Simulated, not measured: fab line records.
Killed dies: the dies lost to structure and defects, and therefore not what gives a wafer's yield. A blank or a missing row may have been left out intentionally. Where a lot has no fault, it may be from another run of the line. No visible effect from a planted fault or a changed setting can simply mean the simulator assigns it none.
Which of the tools did it?	flow rit-cmos	Sampling: 14 lots, 42 wafers, 4 of 202 route steps

WHAT EACH GAUGE READ, for each wafer
RIT_FOX2_THK_MEAS_91.
lot	measured	on	FIELD_OXIDE_LEFT_2_THK (nm)
L330	day 2 10:16	film-metro-03	255 255 257
L331	day 2 17:17	film-metro-04	252 245 250
L332	day 2 20:40	film-metro-02	251 255 251
L334	day 3 05:52	film-metro-04	245 246 248
L336	day 3 13:50	film-metro-03	257 258 256
L338	day 4 01:15	film-metro-02	249 248 247
L340	day 4 12:17	film-metro-02	250 242 247
L341	day 4 14:37	film-metro-03	247 244 247
L343	day 5 00:53	film-metro-04	246 250 249
L344	day 5 06:42	film-metro-04	259 258 257
L345	day 5 12:11	film-metro-04	253 261 260
L349	day 6 07:40	film-metro-04	243 250 245
L351	day 6 16:49	film-metro-04	254 263 265
L353	day 7 03:02	film-metro-03	255 249 247

RIT_NSD_OVL_MEAS_06.
lot	measured	on	NSD_OVL (nm)
L330	day 3 02:21	overlay-01	-1.6 -2.9 -0.4
L331	day 3 09:42	overlay-01	0.4 0.2 -1.7
L332	day 3 14:52	overlay-01	0.3 0.0 0.9
L334	day 4 00:22	overlay-02	-2.0 -1.9 0.0
L336	day 4 04:48	overlay-01	3276.3 3277.4 3277.3
L338	day 4 15:31	overlay-01	3275.8 3276.1 3275.4
L340	day 5 03:16	overlay-01	-1.2 -1.9 -1.4
L341	day 5 07:27	overlay-02	-0.8 -1.4 1.0
L343	day 5 17:20	overlay-01	-3.8 -1.7 -4.1
L344	day 5 22:35	overlay-02	-4.3 -0.8 -2.6
L345	day 6 02:25	overlay-01	-5.2 -2.6 -4.2
L349	day 6 22:03	overlay-02	1.1 -1.8 1.9
L351	day 7 19:46	overlay-02	-2.5 -0.5 -1.7
L353	day 8 02:46	overlay-01	-1.6 0.5 -1.0

EACH LOT AND THE TOOL THAT RAN IT (in order: tool; ch and the chambers of the sampled wafers; start)
lot	RIT_SPACER_ETCHBACK_05	RIT_NSD_EXPOSE_03
L330	rie-diel-02 ch 0,1,3, day 3 01:13	iline-stepper-01 ch 0, day 3 01:59
L331	rie-diel-03 ch 0,1,3, day 3 08:22	iline-stepper-02 ch 0, day 3 09:05
L332	rie-diel-04 ch 0,1, day 3 13:51	iline-stepper-02 ch 0, day 3 14:28
L334	rie-diel-03 ch 0,1, day 3 23:16	iline-stepper-01 ch 0, day 3 23:59
L336	rie-diel-03 ch 1,2, day 4 03:40	iline-stepper-02 ch 0, day 4 04:25
L338	rie-diel-04 ch 1,2,3, day 4 14:23	iline-stepper-02 ch 0, day 4 15:07
L340	rie-diel-03 ch 0,1, day 5 02:09	iline-stepper-01 ch 0, day 5 02:52
L341	rie-diel-04 ch 0,1, day 5 06:27	iline-stepper-01 ch 0, day 5 07:04
L343	rie-diel-03 ch 0,2,3, day 5 16:20	iline-stepper-01 ch 0, day 5 16:58
L344	rie-diel-02 ch 0,1, day 5 21:34	iline-stepper-01 ch 0, day 5 22:11
L345	rie-diel-02 ch 2,3, day 6 01:25	iline-stepper-01 ch 0, day 6 02:02
L349	rie-diel-04 ch 0,2,3, day 6 20:55	iline-stepper-01 ch 0, day 6 21:40
L351	rie-diel-03 ch 1,2, day 7 07:14	iline-stepper-01 ch 0, day 7 19:18
L353	rie-diel-03 ch 0,1,3, day 8 01:28	iline-stepper-01 ch 0, day 8 02:20
- RIT_SPACER_ETCHBACK_05: etches Si3N4 in SF6/CHF3, stops on SiO2, target depth 250 nm, time 240 s.
- RIT_NSD_EXPOSE_03: exposes mask M9, target cd 40700 nm.

WHAT THE TOOLS THEMSELVES READ (means of the sampled wafers that have a number; where no wafer has one, the mark that the record gives instead)
RIT_SPACER_ETCHBACK_05.
lot	tool	drypump-motor-current-A (A)	oes-product-au (a.u.)	throttle-valve-pct (%)
L330	rie-diel-02	6.1	0.845	10.32
L331	rie-diel-03	5.5	0.842	10.12
L332	rie-diel-04	5.8	0.845	10.30
L334	rie-diel-03	5.7	0.822	10.13
L336	rie-diel-03	5.3	0.834	10.14
L338	rie-diel-04	5.3	0.854	10.32
L340	rie-diel-03	5.5	0.830	10.10
L341	rie-diel-04	6.2	0.871	10.23
L343	rie-diel-03	5.5	0.840	10.18
L344	rie-diel-02	5.8	0.854	10.29
L345	rie-diel-02	6.2	0.844	10.26
L349	rie-diel-04	5.8	0.853	10.27
L351	rie-diel-03	5.3	0.826	10.21
L353	rie-diel-03	5.6	0.837	10.10

THE ANSWER, worked out from the rows above alone
Rule: usual is defined by the lots themselves. Put in order of their means at a reading, lots are off if they are a third of the lots or fewer, leave a main group of 4 or more, and stand apart from it by a gap of 3 or more times the standard deviation of the main group's means; of several such gaps the widest counts. A main group is skipped when, at the precision printed for the reading in the tables above, its means are all equal. A lot without any number at a reading at which 4 lots or more have one is off too. The other lots that the step has rows for count as sound. The gauges are gone through in route order, then the tools' own readings, and for those a lot's mean is taken as printed above. At the first step where some lot is off, the reading lying furthest off is the one used; lots without a number count as furthest.
Off: L336, L338, seen at RIT_NSD_OVL_MEAS_06 (NSD_OVL). The main group: mean -1.4 nm, standard deviation 1.3.
A tool fits if, at a process step before that reading, it ran every lot that is off, and no sound lot after the first of them. The gauges at RIT_NSD_OVL_MEAS_06 are tried like those tools. One candidate fits, namely iline-stepper-02 at RIT_NSD_EXPOSE_03. Its last sound lot is L332 (day 3 14:28), its first lot that is off L336 (day 4 04:25): a fault that began between those two fits.

WHAT THE SIMULATOR HAD INSERTED
Scanner matching overlay: iline-stepper-02, from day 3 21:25 on, at RIT_NSD_EXPOSE_03. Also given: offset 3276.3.
Shown lots that were struck: L336, L338. The same result came from the rule above.
